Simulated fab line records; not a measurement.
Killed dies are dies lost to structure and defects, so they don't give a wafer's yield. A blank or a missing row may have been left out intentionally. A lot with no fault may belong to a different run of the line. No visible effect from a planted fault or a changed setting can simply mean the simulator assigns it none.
Which tool was responsible? + flow rit-cmos + Sampling: 13 lots, 39 wafers, 3 of 202 route steps

## WHAT THE GAUGES READ, wafer by wafer
RIT_NLDD_TW_MEAS_10. Usual: NLDD_TW gives 2488 (standard deviation 21).
| lot  | measured    | on            | NLDD_TW        | flag |
|------|-------------|---------------|----------------|------|
| L773 | day 3 03:02 | film-metro-02 | 2503 2497 2496 |      |
| L774 | day 3 04:11 | film-metro-02 | 2507 2515 2496 |      |
| L779 | day 4 00:47 | film-metro-03 | 2496 2497 2501 |      |
| L781 | day 4 10:20 | film-metro-01 | 2698 2698 2698 | OFF  |
| L782 | day 4 14:17 | film-metro-01 | 2685 2693 2702 | OFF  |
| L784 | day 5 01:29 | film-metro-02 | 2748 2743 2757 | OFF  |
| L785 | day 5 05:51 | film-metro-01 | 2448 2459 2455 |      |
| L786 | day 5 10:16 | film-metro-03 | 2506 2496 2503 |      |
| L787 | day 5 15:05 | film-metro-03 | 2488 2488 2494 |      |
| L791 | day 6 12:03 | film-metro-03 | 2493 2476 2503 |      |
| L793 | day 6 21:13 | film-metro-01 | 2482 2484 2476 |      |
| L794 | day 7 03:37 | film-metro-01 | 2461 2470 2461 |      |
| L796 | day 7 13:10 | film-metro-01 | 2462 2459 2462 |      |

RIT_SDANNEAL_RS_MEAS_07: measurement is done with a four-point probe. Usual: NLDD_RS gives 151.4 ohm/sq (standard deviation 0.56).
| lot  | measured    | on            | NLDD_RS (ohm/sq)  | flag |
|------|-------------|---------------|-------------------|------|
| L773 | day 3 10:58 | film-metro-03 | 151.1 151.2 151.5 |      |
| L774 | day 3 11:59 | film-metro-02 | 151.2 150.6 150.7 |      |
| L779 | day 4 08:40 | film-metro-02 | 151.2 150.9 151.5 |      |
| L781 | day 4 18:14 | film-metro-02 | 113.6 113.6 113.5 | OFF  |
| L782 | day 4 22:17 | film-metro-02 | 114.2 114.1 114.2 | OFF  |
| L784 | day 5 09:22 | film-metro-02 | 114.0 114.5 114.7 | OFF  |
| L785 | day 5 13:37 | film-metro-02 | 152.0 151.9 151.5 |      |
| L786 | day 5 18:34 | film-metro-01 | 151.4 151.5 151.7 |      |
| L787 | day 6 00:04 | film-metro-01 | 151.6 152.0 151.6 |      |
| L791 | day 6 19:51 | film-metro-02 | 151.3 151.3 150.8 |      |
| L793 | day 7 05:34 | film-metro-01 | 152.0 151.6 152.2 |      |
| L794 | day 7 11:23 | film-metro-03 | 150.6 150.6 151.3 |      |
| L796 | day 7 21:08 | film-metro-02 | 151.5 151.7 151.8 |      |

## WHAT TOOL EACH LOT RAN ON (gives the tool, then ch and the chambers of the sampled wafers, and finally the start)
| lot  | RIT_NLDD_IMPLANT_08            |
|------|--------------------------------|
| L773 | implanter-01 ch 0, day 3 02:43 |
| L774 | implanter-01 ch 0, day 3 03:51 |
| L779 | implanter-02 ch 0, day 4 00:29 |
| L781 | implanter-02 ch 0, day 4 10:02 |
| L782 | implanter-02 ch 0, day 4 13:58 |
| L784 | implanter-02 ch 0, day 5 01:11 |
| L785 | implanter-01 ch 0, day 5 05:31 |
| L786 | implanter-03 ch 0, day 5 09:57 |
| L787 | implanter-03 ch 0, day 5 14:46 |
| L791 | implanter-01 ch 0, day 6 11:44 |
| L793 | implanter-01 ch 0, day 6 20:53 |
| L794 | implanter-03 ch 0, day 7 03:17 |
| L796 | implanter-03 ch 0, day 7 12:50 |
- RIT_NLDD_IMPLANT_08

## AS READ BY THE TOOLS THEMSELVES (means over the sampled wafers that have a number; for cases with no such wafer, the mark the record gives instead)
RIT_NLDD_IMPLANT_08. Usual: dose-ions-cm2 5.001e+14, standard deviation 5.8e+11; end-station-pressure-torr 6.23e-06 Torr, standard deviation 2.9e-07; faraday-current-uA 1575, standard deviation 33.
| lot  | tool         | dose-ions-cm2 | end-station-pressure-torr (Torr) | faraday-current-uA | flag |
|------|--------------|---------------|----------------------------------|--------------------|------|
| L773 | implanter-01 | 5.009e+14     | 6.23e-06                         | 1620               |      |
| L774 | implanter-01 | 5.004e+14     | 6.38e-06                         | 1592               |      |
| L779 | implanter-02 | 4.999e+14     | 6.09e-06                         | 1571               |      |
| L781 | implanter-02 | 7.095e+14     | 6.60e-06                         | 2257               | OFF  |
| L782 | implanter-02 | 7.101e+14     | 7.18e-06                         | 2216               | OFF  |
| L784 | implanter-02 | 7.107e+14     | 6.94e-06                         | 2247               | OFF  |
| L785 | implanter-01 | 5.007e+14     | 6.36e-06                         | 1612               |      |
| L786 | implanter-03 | 5.000e+14     | 6.42e-06                         | 1577               |      |
| L787 | implanter-03 | 4.995e+14     | 6.30e-06                         | 1612               |      |
| L791 | implanter-01 | 4.998e+14     | 5.93e-06                         | 1581               |      |
| L793 | implanter-01 | 4.998e+14     | 5.78e-06                         | 1580               |      |
| L794 | implanter-03 | 5.000e+14     | 6.13e-06                         | 1584               |      |
| L796 | implanter-03 | 4.998e+14     | 6.25e-06                         | 1625               |      |

## THE ANSWER, worked out from the rows above alone
Rule: lot off if the mean of its wafers having a number is beyond 3 standard deviations from the usual mean. Also off: a lot with no number at a reading for which 4 or more lots have one. All remaining lots with rows at the step are treated as sound. Order of review: gauges by route order, followed by the tools' own readings, for which a lot's mean as printed above is used. The first step at which some lot is off is used, and at that step the reading that is off furthest; a lot without a number counts as furthest.
Off: at RIT_NLDD_TW_MEAS_10 (NLDD_TW), L781, L782, L784.
If a tool, at a process step before that reading, ran all the lots that are off and no sound lot after the first of them, it fits. The gauges at RIT_NLDD_TW_MEAS_10 aren't tried: what is off there is off at RIT_NLDD_IMPLANT_08 too, on other tools, and a gauge's error can't cause that. One candidate fits, namely implanter-02 at RIT_NLDD_IMPLANT_08. Its last sound lot is L779 (day 4 00:29), its first lot that is off L781 (day 4 10:02): a fault that began between those two fits.
The tool's own readings at RIT_NLDD_IMPLANT_08 bear it out: on the lots that are off they differ by more than 5 times the standard deviation of the sound lots' means. dose-ions-cm2 reads 7.101e+14 there against 5.001e+14 on the sound lots; faraday-current-uA reads 2240 there against 1595 on the sound lots.

## WHAT THE SIMULATOR PUT IN
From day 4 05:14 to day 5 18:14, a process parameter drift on implanter-02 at RIT_NLDD_IMPLANT_08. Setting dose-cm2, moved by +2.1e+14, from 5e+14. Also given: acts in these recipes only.
Struck lots among those shown: L781, L782, L784. Same finding as the rule above.
